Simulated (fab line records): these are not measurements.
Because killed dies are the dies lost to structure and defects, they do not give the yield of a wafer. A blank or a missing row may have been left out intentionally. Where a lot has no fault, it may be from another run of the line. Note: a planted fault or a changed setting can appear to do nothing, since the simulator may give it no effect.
Which tool was responsible? | flow rit-cmos | 13 lots, 39 wafers sampled, at 2 steps of a route of 202

== WHAT EACH GAUGE READ, for each wafer ==
Not one reading of a measure or inspect step in the record can be checked against a usual standard deviation.

== TOOL THAT RAN EACH LOT (tool first, then ch and the chambers of the sampled wafers, then the start) ==
lot  | RIT_SILICIDE_RTA_06             | RIT_M1_PROBE_99
L574 | rtp-anneal-02 ch 0, day 3 13:14 | prober-01, day 3 19:49
L575 | rtp-anneal-01 ch 0, day 3 15:34 | prober-02, day 3 22:13
L579 | rtp-anneal-01 ch 0, day 4 11:46 | prober-02, day 4 20:11
L578 | rtp-anneal-02 ch 0, day 4 11:49 | prober-01, day 4 20:08
L582 | rtp-anneal-02 ch 0, day 4 21:31 | prober-02, day 5 04:06
L584 | rtp-anneal-02 ch 0, day 5 06:16 | prober-02, day 5 12:46
L587 | rtp-anneal-01 ch 0, day 6 00:49 | prober-01, day 6 07:22
L589 | rtp-anneal-01 ch 0, day 6 09:20 | prober-01, day 6 15:38
L591 | rtp-anneal-01 ch 0, day 6 22:41 | prober-01, day 7 05:10
L593 | rtp-anneal-01 ch 0, day 7 13:02 | prober-01, day 7 19:44
L595 | rtp-anneal-01 ch 0, day 7 23:28 | prober-01, day 8 05:58
L596 | rtp-anneal-02 ch 0, day 8 08:35 | prober-02, day 8 15:22
L597 | rtp-anneal-01 ch 0, day 8 10:28 | prober-01, day 8 16:47
- RIT_SILICIDE_RTA_06: time 10 s, ramp up 5 s, ramp down 10 s.
- RIT_M1_PROBE_99

== AS READ BY THE TOOLS THEMSELVES (means over the sampled wafers that have a number; for cases with no such wafer, the mark the record gives instead) ==
RIT_SILICIDE_RTA_06. Usual: wafer_temp_C_max 753.0, standard deviation 0.64.
lot  | tool          | wafer_temp_C_max | flag
L574 | rtp-anneal-02 | 753.1            |
L575 | rtp-anneal-01 | 752.7            |
L579 | rtp-anneal-01 | 753.0            |
L578 | rtp-anneal-02 | 753.1            |
L582 | rtp-anneal-02 | 692.8            | OFF
L584 | rtp-anneal-02 | 693.0            | OFF
L587 | rtp-anneal-01 | 753.1            |
L589 | rtp-anneal-01 | 752.4            |
L591 | rtp-anneal-01 | 752.7            |
L593 | rtp-anneal-01 | 752.9            |
L595 | rtp-anneal-01 | 752.6            |
L596 | rtp-anneal-02 | 752.7            |
L597 | rtp-anneal-01 | 753.1            |

RIT_M1_PROBE_99. Usual: killed_at_M0_to_M3 0.0, standard deviation 0.12; killed-at-contacts 0.0, standard deviation 0.2; killed-at-front-end 7, standard deviation 3; killed-dies 7, standard deviation 3; killed-on-rim 2.1, standard deviation 1.6; killed-open 3.4, standard deviation 1.8; killed-short 3.8, standard deviation 2.1.
lot  | tool      | killed_at_M0_to_M3 | killed-at-contacts | killed-at-front-end | killed-dies | killed-on-rim | killed-open | killed-short | flag
L574 | prober-01 | 0.0                | 0.3                | 9                   | 10          | 3.0           | 6.3         | 3.3          |
L575 | prober-02 | 0.0                | 0.0                | 9                   | 9           | 3.3           | 4.0         | 5.3          |
L579 | prober-02 | 0.0                | 0.0                | 5                   | 5           | 1.7           | 3.0         | 1.7          |
L578 | prober-01 | 0.0                | 0.0                | 6                   | 6           | 1.3           | 3.7         | 2.0          |
L582 | prober-02 | 0.0                | 0.0                | 3                   | 3           | 0.3           | 1.3         | 1.3          |
L584 | prober-02 | 0.0                | 0.0                | 8                   | 8           | 1.7           | 3.0         | 4.7          |
L587 | prober-01 | 0.0                | 0.3                | 4                   | 4           | 1.7           | 3.3         | 1.0          |
L589 | prober-01 | 0.0                | 0.0                | 6                   | 6           | 2.3           | 2.0         | 4.3          |
L591 | prober-01 | 0.0                | 0.0                | 11                  | 11          | 4.0           | 5.3         | 5.7          |
L593 | prober-01 | 0.0                | 0.0                | 8                   | 8           | 2.3           | 2.0         | 5.7          |
L595 | prober-01 | 0.3                | 0.0                | 8                   | 9           | 1.3           | 3.7         | 5.0          |
L596 | prober-02 | 0.0                | 0.0                | 5                   | 5           | 1.7           | 2.3         | 2.3          |
L597 | prober-01 | 0.0                | 0.3                | 11                  | 11          | 3.7           | 4.0         | 7.0          |

== THE ANSWER, worked out from the rows above alone ==
Rule: a lot is off if the mean of its wafers that have a number lies more than 3 standard deviations from the usual mean. Also off: a lot with no number at a reading for which 4 or more lots have one. All remaining lots with rows at the step are treated as sound. After the gauges, taken in route order, come the tools' own readings; for these a lot's mean is taken, as printed above. At the first step where some lot is off, the reading lying furthest off is the one used; lots without a number count as furthest.
Off, at RIT_SILICIDE_RTA_06 on wafer_temp_C_max: L582, L584.
A tool fits if, at that step or a process step before it, it ran every lot that is off, and no sound lot after the first of them. None of those tried fits.

== WHAT THE SIMULATOR HAD INSERTED ==
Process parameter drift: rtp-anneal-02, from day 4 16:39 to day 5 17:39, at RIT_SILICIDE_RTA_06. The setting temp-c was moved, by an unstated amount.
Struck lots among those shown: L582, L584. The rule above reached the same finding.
